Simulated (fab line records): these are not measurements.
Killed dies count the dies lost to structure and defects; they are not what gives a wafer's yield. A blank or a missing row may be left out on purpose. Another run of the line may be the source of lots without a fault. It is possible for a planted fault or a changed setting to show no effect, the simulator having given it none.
fab line records | flow rit-cmos
record lots=6 wafers=18 last-day=8
route steps=202 shown FOX2@24 NWELL@28 M1@202
lots untouched by any fault: they come from a run of this same line in which no faults occurred
start-h: the number of hours between the record's first day and the start of the first shown wafer of the lot | wait-h: how many hours have passed since the lot's step before this one | " repeats the value in the row above | L1.1+2: several wafers, shown together as one row | - no value, or no start given | * or withheld: withheld | < > ~ a bound
route shown NAME@n: NAME is a module with steps in the file, n the number in the route of the first one | usual: the fault-free wafers' mean and standard deviation | same: alike in all rows | chamber/n: place in a boat | sites: each site's reading | _std_site: the values' standard deviation | _edge_site: mean of outer sites minus mean of inner sites | radius-mm: how far each site lies from the wafer's centre | mask NAME#n: copy n | behind: tool/chamber where the wafer was last shaped | hold: the reason the lot was held/the length of the hold in hours/how it ended | device: which transistor (n, p or np) failed to switch | end of line: tests of these same wafers at the route's end | for a step that has no rows: nothing shown but its recipe | killed: the dies lost at the first sort to structure and to defects; this is not the yield of the wafer | map: a wafer's dies, marking killed ones x, the rest . and places with no die _
set.NAME: the setting that was run; set.NAME@STEP: the one run at that earlier step | model.NAME: the simulator's own value behind a step, which no gauge read
certain route steps with their lots: each step a table, each wafer a row
services: the hour from which a tool's chamber was out of use, counted from the record's first day as start-h (under 0 if before that day), plus the number of hours and why
## steps
# step RIT_FOX2_THK_MEAS_01
# recipe reads=SiO2_of_FOX2_OXIDATION_00
# usual FOX2_OXIDE_THK=352/6.9
# columns lot.wafer tool chamber start-h wait-h FOX2_OXIDE_THK[nm]
L543.1 film-metro-04 - 22.47 0.0 345
L543.2 " - " " 344
L543.3 " - " " 348
L546.1 film-metro-03 - 34.94 0.0 345
L546.4 " - " " 351
L546.5 " - " " 349
L560.1 film-metro-03 - 106.31 0.0 354
L560.2 " - " " 354
L560.5 " - " " 354
L561.1 film-metro-04 - 109.64 0.0 353
L561.2 " - " " 355
L561.5 " - " " 354
L564.2 film-metro-03 - 130.93 0.0 351
L564.4 " - " " 355
L564.5 " - " " 349
L565.2 film-metro-02 - 130.93 0.0 362
L565.3 " - " " 355
L565.6 " - " " 352
# step RIT_FOX2_CLEAN_02
# recipe chemistry=dHF dilution=50:1 time-s=180
# step RIT_FOX2_WET_ETCH_03
# recipe chemistry=H3PO4 target=Si3N4 target-depth-nm=195 temp-c=165 time-s=2700
# step RIT_FOX2_THK_MEAS_90
# recipe reads=SiO2_of_FOX2_OXIDATION_00
# usual FIELD_OXIDE_LEFT_1_THK=325/6.9
# columns lot.wafer tool chamber start-h wait-h FIELD_OXIDE_LEFT_1_THK[nm]
L543.1 film-metro-03 - 23.34 0.0 318
L543.2 " - " " 317
L543.3 " - " " 321
L546.1 film-metro-02 - 35.82 0.0 318
L546.4 " - " " 323
L546.5 " - " " 321
L560.1 film-metro-02 - 107.33 0.0 327
L560.2 " - " " 326
L560.5 " - " " 326
L561.1 film-metro-04 - 110.52 0.0 326
L561.2 " - " " 327
L561.5 " - " " 328
L564.2 film-metro-04 - 131.81 0.0 323
L564.4 " - " " 328
L564.5 " - " " 322
L565.2 film-metro-03 - 131.81 0.0 334
L565.3 " - " " 328
L565.6 " - " " 324
# step RIT_NWELL_HMDS_00
# recipe prime-time-s=60 prime-temp-c=140
# step RIT_NWELL_COAT_01
# recipe resist=NOVOLAK spin-rpm=2000 resist-thk-nm=1300
# step RIT_NWELL_SOFTBAKE_02
# recipe resist=NOVOLAK temp-c=90.46 time-s=60
# step RIT_NWELL_EXPOSE_03
# recipe mask-id=M2 na=0.57 target-cd-nm=43900 dose-mj=250
# step RIT_NWELL_PEB_04
# recipe resist=NOVOLAK temp-c=withheld time-s=withheld
# step RIT_NWELL_DEVELOP_05
# recipe resist=NOVOLAK develop-time-s=68 dev-temp-c=23
# step RIT_NWELL_OVL_MEAS_06
# usual NWELL_OVL=0.9/1.3
# columns lot.wafer tool chamber start-h wait-h NWELL_OVL[nm]
L543.1 overlay-01 - 24.28 - 0.9
L543.2 " - " " -1.3
L543.3 " - " " -0.8
L546.1 overlay-02 - 36.76 - 2.1
L546.4 " - " " 0.8
L546.5 " - " " 2.3
L560.1 overlay-02 - 108.40 - -2.2
L560.2 " - " " 0.4
L560.5 " - " " -0.9
L561.1 overlay-02 - 111.47 - 2.2
L561.2 " - " " 4.1
L561.5 " - " " 1.1
L564.2 overlay-01 - 132.76 - 1.5
L564.4 " - " " 0.9
L564.5 " - " " 2.5
L565.2 overlay-02 - 133.06 - 1.9
L565.3 " - " " 0.2
L565.6 " - " " 0.4
# step RIT_NWELL_HARDBAKE_07
# recipe resist=NOVOLAK temp-c=140 time-s=120
# step RIT_NWELL_IMPLANT_08
# recipe species=P energy-kev=170 dose-cm2=5e+13 tilt-deg=7
# usual faraday-current-uA=159/3.3 tilt-deg=7.001/0.021
# columns lot.wafer tool chamber start-h wait-h faraday-current-uA tilt-deg
L543.1 implanter-04 0 24.57 0.2 158 7.016
L543.2 " 0 " " 157 7.029
L543.3 " 0 " " 167 7.043
L546.1 implanter-01 0 37.04 0.2 157 7.021
L546.4 " 0 " " 161 7.035
L546.5 " 0 " " 159 7.008
L560.1 implanter-01 0 108.68 0.2 155 5.000
L560.2 " 0 " " 161 4.960
L560.5 " 0 " " 158 4.995
L561.1 implanter-01 0 111.76 0.2 157 5.044
L561.2 " 0 " " 163 5.016
L561.5 " 0 " " 161 5.025
L564.2 implanter-04 0 133.06 0.2 157 7.011
L564.4 " 0 " " 165 6.986
L564.5 " 0 " " 161 7.014
L565.2 implanter-03 0 133.37 0.2 152 6.979
L565.3 " 0 " " 157 7.017
L565.6 " 0 " " 157 7.020
# step RIT_NWELL_STRIP_09
# recipe chemistry=O2 time-s=180 resist=NOVOLAK platen-temp-c=withheld power-w=500 pressure-mtorr=4000 o2-flow-sccm=4000
# usual drypump-motor-current-A=5.46/0.3 o2-flow-sccm=4000/12
# columns lot.wafer tool chamber start-h wait-h drypump-motor-current-A o2-flow-sccm rf-hours-counter-h
L543.1 plasma-asher-04 0 24.72 0.1 5.19 4006 24
L543.2 " 1 " " 5.37 3992 24
L543.3 " 0 " " 5.22 3998 -
L546.1 plasma-asher-01 1 37.19 0.1 5.25 4010 37
L546.4 " 0 " " 5.71 4008 -
L546.5 " 1 " " 5.26 3997 -
L560.1 plasma-asher-01 0 108.83 0.1 5.76 3999 45
L560.2 " 1 " " 5.27 4015 45
L560.5 " 0 " " 5.78 3991 -
L561.1 plasma-asher-04 1 111.91 0.1 5.34 4000 35
L561.2 " 0 " " 5.18 4010 35
L561.5 " 0 " " 5.19 4012 -
L564.2 plasma-asher-04 1 133.19 0.1 5.37 4000 37
L564.4 " 1 " " 5.33 4005 -
L564.5 " 0 " " 5.21 4003 -
L565.2 plasma-asher-01 1 133.49 0.1 5.26 3995 48
L565.3 " 1 " " 5.25 4003 -
L565.6 " 0 " " 5.72 3988 -
# step RIT_M1_PROBE_99
# usual killed-at-contacts=0.1/0.25 killed-at-front-end=7/3.3 killed-dies=7/3.2 killed-open=3.6/2.2 killed-short=3.5/2
# same gross-dies=264 killed_at_M0_to_M3=0 killed_at_M4_up=0 killed-at-back-side=0 killed-at-other=0
# columns lot.wafer tool chamber start-h wait-h killed-at-contacts killed-at-front-end killed-dies killed-open killed-short
L543.1 prober-02 - 61.45 0.1 0 7 7 4 3
L543.2 prober-02 - 61.50 0.1 0 10 10 6 4
L543.3 prober-02 - 61.55 0.2 0 7 7 5 2
L546.1 prober-01 - 74.03 0.1 0 7 7 1 6
L546.4 prober-01 - 74.18 0.2 0 5 5 3 2
L546.5 prober-01 - 74.23 0.2 0 15 15 7 8
L561.1 prober-02 - 156.26 0.1 0 7 7 3 4
L561.2 prober-02 - 156.31 0.1 0 8 8 3 5
L561.5 prober-02 - 156.46 0.2 0 4 4 1 3
L564.2 prober-01 - 189.38 0.1 0 6 6 6 0
L564.4 prober-01 - 189.48 0.2 0 9 9 3 6
L564.5 prober-01 - 189.53 0.2 0 13 13 6 7
L565.2 prober-02 - 191.39 0.1 0 8 8 5 3
L565.3 prober-02 - 191.44 0.2 0 5 5 3 2
L565.6 prober-02 - 191.59 0.2 0 6 6 3 3
# killed by level:class
L543.1 REOX:geometric-particle:short=2 SPACER:geometric-particle:open=2 FOX2:geometric-particle:open=1 REOX:geometric-particle:open=1 SPACER:geometric-particle:short=1
L543.2 FOX2:geometric-particle:open=2 GATE:geometric-particle:open=2 REOX:geometric-particle:short=2 FOX1:geometric-particle:short=1 GATE:geometric-particle:short=1 REOX:geometric-particle:open=1 SPACER:geometric-particle:open=1
L543.3 REOX:geometric-particle:open=2 SPACER:geometric-particle:short=2 GATE:geometric-particle:open=1 SPACER:geometric-particle:open=1 SILICIDE:geometric-particle:open=1
L546.1 SILICIDE:geometric-particle:short=3 FOX1:geometric-particle:short=1 FOX2:geometric-particle:open=1 GATE:geometric-particle:short=1 REOX:geometric-particle:short=1
L546.4 GATE:geometric-particle:open=1 REOX:geometric-particle:open=1 SPACER:geometric-particle:short=1 SILICIDE:geometric-particle:open=1 SILICIDE:geometric-particle:short=1
L546.5 REOX:geometric-particle:short=4 GATE:geometric-particle:open=3 SILICIDE:geometric-particle:open=3 FOX1:geometric-particle:short=1 GATE:geometric-particle:short=1 REOX:geometric-particle:open=1 SPACER:geometric-particle:short=1 SILICIDE:geometric-particle:short=1
L561.1 GATE:geometric-particle:short=3 GATE:geometric-particle:open=2 ACTIVE:geometric-particle:short=1 SILICIDE:geometric-particle:open=1
L561.2 GATE:geometric-particle:short=3 FOX2:geometric-particle:open=2 FOX2:geometric-particle:short=1 GATE:geometric-particle:open=1 SPACER:geometric-particle:short=1
L561.5 GATE:geometric-particle:short=2 FOX1:geometric-particle:short=1 SPACER:geometric-particle:open=1
L564.2 FOX1:geometric-particle:open=2 SPACER:geometric-particle:open=2 GATE:geometric-particle:open=1 REOX:geometric-particle:open=1
L564.4 GATE:geometric-particle:short=2 SILICIDE:geometric-particle:short=2 FOX1:geometric-particle:open=1 GATE:geometric-particle:open=1 REOX:geometric-particle:open=1 REOX:geometric-particle:short=1 SPACER:geometric-particle:short=1
L564.5 FOX1:geometric-particle:short=3 GATE:geometric-particle:open=3 SPACER:geometric-particle:short=2 SILICIDE:geometric-particle:open=2 FOX2:geometric-particle:short=1 REOX:geometric-particle:short=1 REOX:geometric-particle:open=1
L565.2 GATE:geometric-particle:open=5 GATE:geometric-particle:short=2 SILICIDE:geometric-particle:short=1
L565.3 FOX2:geometric-particle:short=2 REOX:geometric-particle:open=2 GATE:geometric-particle:open=1
L565.6 SPACER:geometric-particle:open=2 SPACER:geometric-particle:short=2 FOX1:geometric-particle:short=1 GATE:geometric-particle:open=1
## services
# columns tool chamber start-h hours kind
implanter-01 - 20.77 13.2 repair
implanter-03 - 50.78 3.0 pm
implanter-03 - 56.03 3.3 repair
implanter-03 - 65.24 1.3 repair
implanter-04 - 124.59 4.6 pm
## key
first-sign step=RIT_NWELL_IMPLANT_08 reading=tilt-deg direction=down sigmas=96 usual=7.001 struck=5.007
effect none on later readings
met-at RIT_NWELL_IMPLANT_08
struck-wafers L560.1,L560.2,L560.5,L561.1,L561.2,L561.5
tester-left-out L560,L561
onset-between 37.04 108.68
fault kind=process-parameter-drift tool=implanter-01 chamber=- onset-h=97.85 steps=RIT_NWELL_IMPLANT_08 channel=tilt-deg offset=-1.9927 shape=step end-h=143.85 acts-in=these-recipes-only stated=7
# tester-left-out: of these lots the tester's yield and bins aren't shown, on N5 and GAA mostly nor the transistor test; their killed dies are dies lost to structure and defects alone, not to doping, threshold or leakage, so they don't give the yield
